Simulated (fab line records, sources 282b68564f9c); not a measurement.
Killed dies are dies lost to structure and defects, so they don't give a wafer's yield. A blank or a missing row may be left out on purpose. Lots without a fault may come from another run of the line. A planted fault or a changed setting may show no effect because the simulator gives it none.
Which tool did it? | flow rit_cmos | 7 lots, 21 wafers sampled, at 2 steps of a route of 202

WHAT THE GAUGES READ, wafer by wafer
RIT_ACTIVE_THK_MEAS_04.
lot  | measured    | on            | ACTIVE_NITRIDE_THK (nm)
L554 | day 1 18:34 | film_metro-03 | 148.0 148.3 148.2
L556 | day 2 04:32 | film_metro-04 | 148.5 149.7 148.3
L559 | day 2 19:32 | film_metro-03 | 150.3 152.0 150.8
L563 | day 3 16:14 | film_metro-04 | 150.1 150.9 150.5
L565 | day 4 01:32 | film_metro-04 | 232.5 232.4 232.6
L572 | day 5 13:03 | film_metro-04 | 148.9 149.2 149.6
L576 | day 6 08:33 | film_metro-03 | 149.4 150.1 149.1

WHICH TOOL RAN EACH LOT (tool, then ch and the chambers of the sampled wafers, then the start)
lot  | RIT_ACTIVE_CVD_03
L554 | lpcvd-02 ch 0, day 1 17:07
L556 | lpcvd-02 ch 0, day 2 03:07
L559 | lpcvd-02 ch 1, day 2 18:07
L563 | lpcvd-02 ch 1, day 3 14:49
L565 | lpcvd-02 ch 0, day 4 00:07
L572 | lpcvd-01 ch 1, day 5 11:37
L576 | lpcvd-01 ch 1, day 6 07:07
- RIT_ACTIVE_CVD_03: deposits Si3N4 from SiH2Cl2/NH3, target thk 150 nm, time 1500 s.

THE ANSWER, worked out from the rows above alone
Rule: what is usual is taken from the lots themselves. Put in order of their means at a reading, lots are off if they are a third of the lots or fewer, leave a main group of 4 or more, and stand apart from it by a gap of 3 or more times the standard deviation of the main group's means; of several such gaps the widest counts. A main group whose means are all the same, to the digits that the tables above print for the reading, isn't used. A lot without any number at a reading at which 4 lots or more have one is off too. The other lots that the step has rows for count as sound.
Off: L565, at RIT_ACTIVE_THK_MEAS_04 (ACTIVE_NITRIDE_THK). The main group: mean 149.6 nm, standard deviation 0.97.
A tool fits if, at a process step before that reading, it ran every lot that is off, and no sound lot after the first of them. The gauges at RIT_ACTIVE_THK_MEAS_04 are tried like those tools. One fits: lpcvd-02 at RIT_ACTIVE_CVD_03. Its last sound lot is L563 (day 3 14:49), its first lot that is off L565 (day 4 00:07): a fault that began between those two fits.

WHAT THE SIMULATOR HAD PUT IN
Process parameter drift: lpcvd-02, from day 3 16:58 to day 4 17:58, at RIT_ACTIVE_CVD_03. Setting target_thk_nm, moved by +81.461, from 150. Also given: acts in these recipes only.
Lots struck among those shown: L565. The rule above found the same.
